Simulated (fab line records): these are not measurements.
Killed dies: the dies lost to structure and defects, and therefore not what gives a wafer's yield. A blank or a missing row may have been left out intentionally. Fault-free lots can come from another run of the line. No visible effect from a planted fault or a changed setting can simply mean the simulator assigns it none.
Shared-tool check -- flow ritCmos -- 42 wafers sampled across 14 lots

== WHY IT WAS OPENED ==
RIT_SILICIDE_RS_MEAS_02, reading SILICIDE_TI_RS: flagged on 2 of 14 lots. Wafers without a fault read 48.0 ohm/sq, standard deviation 0.76.
Rule: a lot gets a flag if all its wafers with a number sit over 4 standard deviations from that mean, or if no wafer of it has a number. The rest of the lots are taken to be sound.

lot,measured,on,"SILICIDE_TI_RS (ohm/sq), wafer by wafer",flag
L730,day 3 02:30,filmMetro-03,46.8 47.3 47.0,
L731,day 3 07:50,filmMetro-04,48.1 48.6 47.9,
L732,day 3 12:32,filmMetro-02,48.2 48.3 48.6,
L733,day 3 17:14,filmMetro-02,48.1 47.7 48.2,
L735,day 4 03:54,filmMetro-04,48.5 48.6 48.4,
L739,day 5 00:24,filmMetro-03,48.7 49.2 49.2,
L740,day 5 05:22,filmMetro-03,48.4 48.9 49.4,
L741,day 5 08:43,filmMetro-02,44.7 44.0 43.9,FLAGGED
L743,day 5 23:17,filmMetro-04,44.6 44.8 44.8,FLAGGED
L749,day 7 02:20,filmMetro-02,47.8 47.4 47.9,
L750,day 7 10:40,filmMetro-02,47.2 47.0 47.6,
L751,day 7 15:59,filmMetro-04,47.8 47.8 48.6,
L752,day 7 18:11,filmMetro-04,48.8 48.8 48.7,
L753,day 7 23:23,filmMetro-02,48.4 47.6 48.0,
Average over the flagged lots: 44.5 ohm/sq; offset from the usual -3.5 ohm/sq, equal to -5 standard deviations.

== LOT BY LOT: THE TOOL USED ==
The record keeps 1 process step preceding the reading, out of 202 steps on the route. Each cell gives the tool, then ch followed by the chambers the sampled wafers passed through, then the start.
lot,flag,RIT_SILICIDE_SPUTTER_01
L730,,"pvdSputter-04, day 3 02:19"
L731,,"pvdSputter-02, day 3 07:40"
L732,,"pvdSputter-04, day 3 12:22"
L733,,"pvdSputter-02, day 3 17:05"
L735,,"pvdSputter-02, day 4 03:45"
L739,,"pvdSputter-02, day 5 00:13"
L740,,"pvdSputter-04, day 5 05:12"
L741,FLAGGED,"pvdSputter-02, day 5 08:34"
L743,FLAGGED,"pvdSputter-02, day 5 23:06"
L749,,"pvdSputter-04, day 7 02:08"
L750,,"pvdSputter-03, day 7 10:27"
L751,,"pvdSputter-04, day 7 15:47"
L752,,"pvdSputter-03, day 7 18:02"
L753,,"pvdSputter-04, day 7 23:13"
What these steps do:
- RIT_SILICIDE_SPUTTER_01: material Ti, target thk 30 nm, time 240 s.
- RIT_SILICIDE_RS_MEAS_02: measures by four-point-probe.

== FLAGGED OVER TOTAL, TOOL BY TOOL (the gauges that took the reading come last) ==
step,tool,lots run,flagged,share of the flagged lots,sound lots run after its first flagged lot
RIT_SILICIDE_SPUTTER_01,pvdSputter-02,6,2,all,0
RIT_SILICIDE_SPUTTER_01,pvdSputter-03,2,0,none,-
RIT_SILICIDE_SPUTTER_01,pvdSputter-04,6,0,none,-
RIT_SILICIDE_RS_MEAS_02,filmMetro-02,6,1,some,"3 (L749,L750,L753)"
RIT_SILICIDE_RS_MEAS_02,filmMetro-03,3,0,none,-
RIT_SILICIDE_RS_MEAS_02,filmMetro-04,5,1,some,"2 (L751,L752)"

== WHAT THE TABLE PERMITS ==
Rows of the table that ran each flagged lot: 1, that is pvdSputter-02 at RIT_SILICIDE_SPUTTER_01.
- pvdSputter-02 at RIT_SILICIDE_SPUTTER_01 ran 6 lots, 2 of them flagged. Last sound lot L739 at day 5 00:13, first flagged lot L741 at day 5 08:34; a fault beginning in between fits.
pvdSputter-02 at RIT_SILICIDE_SPUTTER_01 is the single tool remaining.

== WHAT THE SIMULATOR HAD INSERTED ==
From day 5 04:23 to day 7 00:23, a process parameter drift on pvdSputter-02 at RIT_SILICIDE_SPUTTER_01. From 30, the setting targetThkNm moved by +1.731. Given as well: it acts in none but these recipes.
Shown lots that were struck: L741, L743. The rule above found the same.
